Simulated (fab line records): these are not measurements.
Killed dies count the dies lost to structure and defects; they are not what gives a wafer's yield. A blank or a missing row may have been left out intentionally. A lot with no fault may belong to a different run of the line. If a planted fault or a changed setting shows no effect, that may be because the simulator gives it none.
Comparing a struck lot with a sound one | flow rit-cmos | 34 out of 202 route steps
Sound: wafers L843.1, L843.2, L843.3. Struck: wafers L848.1, L848.2, L848.3. The cause is named last.
For every step that has rows: the tool of each side, followed by ch and its chambers, followed by its first start. Under that, the readings that differ: sound wafers | struck wafers | difference of the means | sigmas: that difference in standard deviations of wafers without a fault.
alike: readings with means less than 2 such deviations apart, plus words and numbers identical on both sides. not compared: withheld readings, readings lacking a value on some wafer, bounds such as >300 that could conceal the same value, and numbers that have no deviation in the record and whose values overlap.
A row with sigmas, a row that says differs or no value, or rows on one side alone: a step with any of these is where the two part. Numbers that have no deviation but don't overlap get no sigmas and don't part them. Lack of a reading on every wafer of one side parts them only where that side has two or more wafers.

first, 2 steps without rows for these wafers: RIT_SPACER_CLEAN_02 (cleans in SC2, time 600 s); RIT_SPACER_CVD_03 (deposits Si3N4 from SiH2Cl2/NH3, target thk 250 nm, time 3300 s).
RIT_SPACER_THK_MEAS_04:
  sound on film-metro-02, day 6 11:44; struck on film-metro-04, day 7 11:57
  reading                 | sound             | struck            | difference | sigmas
  SPACER_NITRIDE_THK (nm) | 253.5 253.5 254.2 | 248.3 246.3 248.4 | -6.1       | -3
RIT_SPACER_ETCHBACK_05: etches Si3N4 in SF6/CHF3, stops on SiO2, target depth 250 nm, time 243.6 s.
  sound on rie-diel-04 ch 1,2,3, day 6 11:48; struck on rie-diel-03 ch 0,1,2, day 7 12:01
  reading               | sound             | struck            | difference | sigmas
  oes-product-au (a.u.) | 0.861 0.869 0.863 | 0.825 0.855 0.825 | -0.029     | -2
  alike: drypump-motor-current-A, throttle-valve-pct
  not compared: rf-hours-counter-h
then, 6 steps without rows for these wafers: RIT_NSD_HMDS_00 (prime time 60 s); RIT_NSD_COAT_01 (resist thk 1000 nm); RIT_NSD_SOFTBAKE_02 (time 60 s); RIT_NSD_EXPOSE_03 (exposes mask M9, target cd 40700 nm); RIT_NSD_PEB_04; RIT_NSD_DEVELOP_05 (develop time 50 s).
RIT_NSD_OVL_MEAS_06:
  sound on overlay-01, day 6 12:48; struck on overlay-01, day 7 13:11
  alike: NSD_OVL
then, 1 step without rows for these wafers: RIT_NSD_HARDBAKE_07 (time 60 s).
RIT_NSD_IMPLANT_08:
  sound on implanter-02 ch 0, day 6 12:59; struck on implanter-02 ch 0, day 7 13:41
  alike: beam-energy-keV, dose-ions-cm2, faraday-current-uA
RIT_NSD_STRIP_09: strips in O2, time 180 s.
  sound on plasma-asher-04 ch 0,1, day 6 13:08; struck on plasma-asher-04 ch 0,1, day 7 13:50
  alike: drypump-motor-current-A
  not compared: rf-hours-counter-h
RIT_NSD_TW_MEAS_10:
  sound on film-metro-04, day 6 13:19; struck on film-metro-02, day 7 14:01
  reading | sound          | struck         | difference | sigmas
  NSD_TW  | 3126 3134 3120 | 3540 3542 3536 | +413       | +24
then, 6 steps without rows for these wafers: RIT_PSD_HMDS_00 (prime time 60 s); RIT_PSD_COAT_01 (resist thk 1000 nm); RIT_PSD_SOFTBAKE_02 (time 60 s); RIT_PSD_EXPOSE_03 (exposes mask M10, target cd 40900 nm); RIT_PSD_PEB_04; RIT_PSD_DEVELOP_05 (develop time 50 s).
RIT_PSD_OVL_MEAS_06:
  sound on overlay-01, day 6 14:21; struck on overlay-02, day 7 15:06
  reading      | sound          | struck      | difference | sigmas
  PSD_OVL (nm) | -2.3 -1.6 -2.0 | 1.4 1.5 0.1 | +3.0       | +2
then, 2 steps without rows for these wafers: RIT_PSD_HARDBAKE_07 (time 60 s); RIT_PSD_IMPLANT_08.
RIT_PSD_STRIP_09: strips in O2, time 180 s.
  sound on plasma-asher-02 ch 0,1, day 6 14:41; struck on plasma-asher-04 ch 0,1, day 7 15:34
  alike: drypump-motor-current-A
  not compared: rf-hours-counter-h
RIT_PSD_TW_MEAS_10:
  sound on film-metro-04, day 6 14:52; struck on film-metro-02, day 7 15:44
  alike: PSD_TW
then, 3 steps without rows for these wafers: RIT_SDANNEAL_CLEAN_00 (cleans in SC1, time 600 s); RIT_SDANNEAL_CLEAN_01 (cleans in dHF, time 31.35 s); RIT_SDANNEAL_CLEAN_02 (cleans in SC2, time 600 s).
RIT_SDANNEAL_RTA_03: time 5 s.
  sound on rtp-anneal-02 ch 0, day 6 15:17; struck on rtp-anneal-01 ch 0, day 7 16:10
  alike: anneal-temp-c-max, wafer_temp_C_max
RIT_SDANNEAL_RS_MEAS_04: measurement is done with a four-point probe.
  sound on film-metro-04, day 6 15:21; struck on film-metro-01, day 7 16:14
  alike: PSD_RS
RIT_SDANNEAL_RS_MEAS_05: measurement is done with a four-point probe.
  sound on film-metro-04, day 6 15:28; struck on film-metro-01, day 7 16:21
  reading         | sound             | struck            | difference | sigmas
  NSD_RS (ohm/sq) | 84.88 84.80 84.87 | 52.42 52.42 52.35 | -32.45     | -99 or more
RIT_SDANNEAL_RS_MEAS_06: measurement is done with a four-point probe.
  sound on film-metro-04, day 6 15:35; struck on film-metro-01, day 7 16:28
  alike: PLDD_RS
RIT_M1_PROBE_99:
  sound on prober-01, day 6 22:53; struck on prober-02, day 8 06:32
  alike: killed_at_M0_to_M3, killed-at-contacts, killed-at-front-end, killed-dies, killed-open, killed-short

## WHERE THEY PART
Earliest at RIT_SPACER_THK_MEAS_04; latest, in this record, at RIT_SDANNEAL_RS_MEAS_05. Later steps at which nothing parts them and some readings are alike: RIT_SDANNEAL_RS_MEAS_06, RIT_M1_PROBE_99.

WHY: the cause the simulator had injected
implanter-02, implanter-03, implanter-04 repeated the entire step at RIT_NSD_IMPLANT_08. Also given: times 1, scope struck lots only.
